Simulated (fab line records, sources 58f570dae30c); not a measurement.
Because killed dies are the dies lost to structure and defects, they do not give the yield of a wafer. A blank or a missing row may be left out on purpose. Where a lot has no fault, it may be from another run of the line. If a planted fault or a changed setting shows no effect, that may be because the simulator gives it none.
Which tool did it? -- flow berkeley_cmos170 -- 14 lots with 42 wafers sampled at 4 steps, on a route of 331 steps

== WHAT THE GAUGES SHOWED, per wafer ==
UCB170_V1_BOW_MEAS_03. Usual: V1_BOW gives 18 um (standard deviation 7.4).
lot,measured,on,V1_BOW (um),flag
L668,day 8 14:49,film_metro-03,14 20 9,
L671,day 8 21:44,film_metro-02,22 2 10,
L676,day 10 14:16,film_metro-03,31 15 22,
L677,day 10 15:38,film_metro-04,21 15 19,
L678,day 11 10:28,film_metro-03,20 21 24,
L679,day 11 07:44,film_metro-04,18 18 19,
L682,day 12 04:50,film_metro-02,13 29 17,
L683,day 12 01:17,film_metro-04,10 24 19,
L684,day 12 22:37,film_metro-02,1 16 19,
L686,day 12 23:57,film_metro-04,0 15 13,
L687,day 12 20:12,film_metro-04,22 17 29,
L688,day 13 00:15,film_metro-03,20 12 13,
L690,day 13 13:05,film_metro-03,6 -4 8,
L691,day 13 09:14,film_metro-04,18 19 25,

UCB170_M2_THK_MEAS_03: measures by xrf. Usual: M2_AL_THK gives 910 nm (standard deviation 9.1).
lot,measured,on,M2_AL_THK (nm),flag
L668,day 8 16:58,film_metro-04,910 917 922,
L671,day 9 00:42,film_metro-04,903 896 904,
L676,day 10 16:56,film_metro-04,917 928 922,
L677,day 10 21:36,film_metro-04,913 903 911,
L678,day 11 13:03,film_metro-02,922 915 922,
L679,day 11 09:47,film_metro-02,913 912 913,
L682,day 12 09:52,film_metro-01,901 901 904,
L683,day 12 04:32,film_metro-04,920 929 922,
L684,day 13 00:48,film_metro-04,896 891 891,
L686,day 13 02:35,film_metro-01,913 918 918,
L687,day 12 22:14,film_metro-04,913 925 920,
L688,day 13 02:42,film_metro-02,898 904 901,
L690,day 13 16:03,film_metro-04,892 911 898,
L691,day 13 13:32,film_metro-02,913 909 917,

UCB170_M2_OVL_MEAS_16. Usual: M2_OVL gives -2 nm (standard deviation 5.3).
lot,measured,on,M2_OVL (nm),flag
L668,day 8 18:45,overlay-02,1 -7 -10,
L671,day 9 03:58,overlay-01,-6 -6 -4,
L676,day 10 20:37,overlay-01,1 -1 3,
L677,day 10 23:29,overlay-02,-9 -4 2,
L678,day 11 19:07,overlay-01,-3 -8 -5,
L679,day 11 11:40,overlay-01,0 5 5,
L682,day 12 12:08,overlay-01,-3 -6 -1,
L683,day 12 09:01,overlay-01,4 6 3,
L684,day 13 02:44,overlay-02,-10 -10 -15,
L686,day 13 06:24,overlay-02,-2 0 -3,
L687,day 13 00:07,overlay-02,5 2 -3,
L688,day 13 06:51,overlay-02,-7 5 0,
L690,day 13 17:49,overlay-01,8 7 3,
L691,day 13 15:37,overlay-02,-4 -5 4,

== EACH LOT AND THE TOOL THAT RAN IT (in order: tool; ch and the chambers of the sampled wafers; start) ==
lot,UCB170_NWELL_WET_ETCH_18
L668,"wet_bench-04 ch 3, day 2 13:56"
L671,"wet_bench-04 ch 1, day 3 02:56"
L676,"wet_bench-01 ch 0, day 4 04:58"
L677,"wet_bench-04 ch 3, day 4 10:47"
L678,"wet_bench-03 ch 1, day 4 17:28"
L679,"wet_bench-04 ch 3, day 4 22:04"
L682,"wet_bench-01 ch 3, day 5 12:41"
L683,"wet_bench-03 ch 1, day 5 19:33"
L684,"wet_bench-03 ch 0, day 6 02:35"
L686,"wet_bench-03 ch 3, day 6 17:08"
L687,"wet_bench-01 ch 0, day 6 17:22"
L688,"wet_bench-01 ch 1, day 7 02:29"
L690,"wet_bench-04 ch 3, day 7 08:35"
L691,"wet_bench-01 ch 2, day 7 08:37"
- UCB170_NWELL_WET_ETCH_18: etches Si3N4 in H3PO4, time 14400 s.

== WHAT THE TOOLS THEMSELVES READ (means of the sampled wafers that have a number; where no wafer has one, the mark that the record gives instead) ==
UCB170_NWELL_WET_ETCH_18. Usual: 159.98 C for temp_c, sd 0.13.
lot,tool,temp_c (C),flag
L668,wet_bench-04,160.02,
L671,wet_bench-04,159.96,
L676,wet_bench-01,159.86,
L677,wet_bench-04,159.85,
L678,wet_bench-03,160.00,
L679,wet_bench-04,159.85,
L682,wet_bench-01,160.08,
L683,wet_bench-03,160.06,
L684,wet_bench-03,159.84,
L686,wet_bench-03,159.96,
L687,wet_bench-01,160.08,
L688,wet_bench-01,160.00,
L690,wet_bench-04,159.92,
L691,wet_bench-01,160.00,

== THE ANSWER, worked out from the rows above alone ==
Rule: lot off if the mean of its wafers having a number is beyond 3 standard deviations from the usual mean. Also off: a lot with no number at a reading for which 4 or more lots have one. All remaining lots with rows at the step are treated as sound. The gauges are gone through in route order, then the tools' own readings, and for those a lot's mean is taken as printed above. The first step at which some lot is off is used, and at that step the reading that is off furthest; a lot without a number counts as furthest.
No lot is off on any of the readings shown, so nothing can be concluded from this.

== WHAT HAD BEEN PUT IN BY THE SIMULATOR ==
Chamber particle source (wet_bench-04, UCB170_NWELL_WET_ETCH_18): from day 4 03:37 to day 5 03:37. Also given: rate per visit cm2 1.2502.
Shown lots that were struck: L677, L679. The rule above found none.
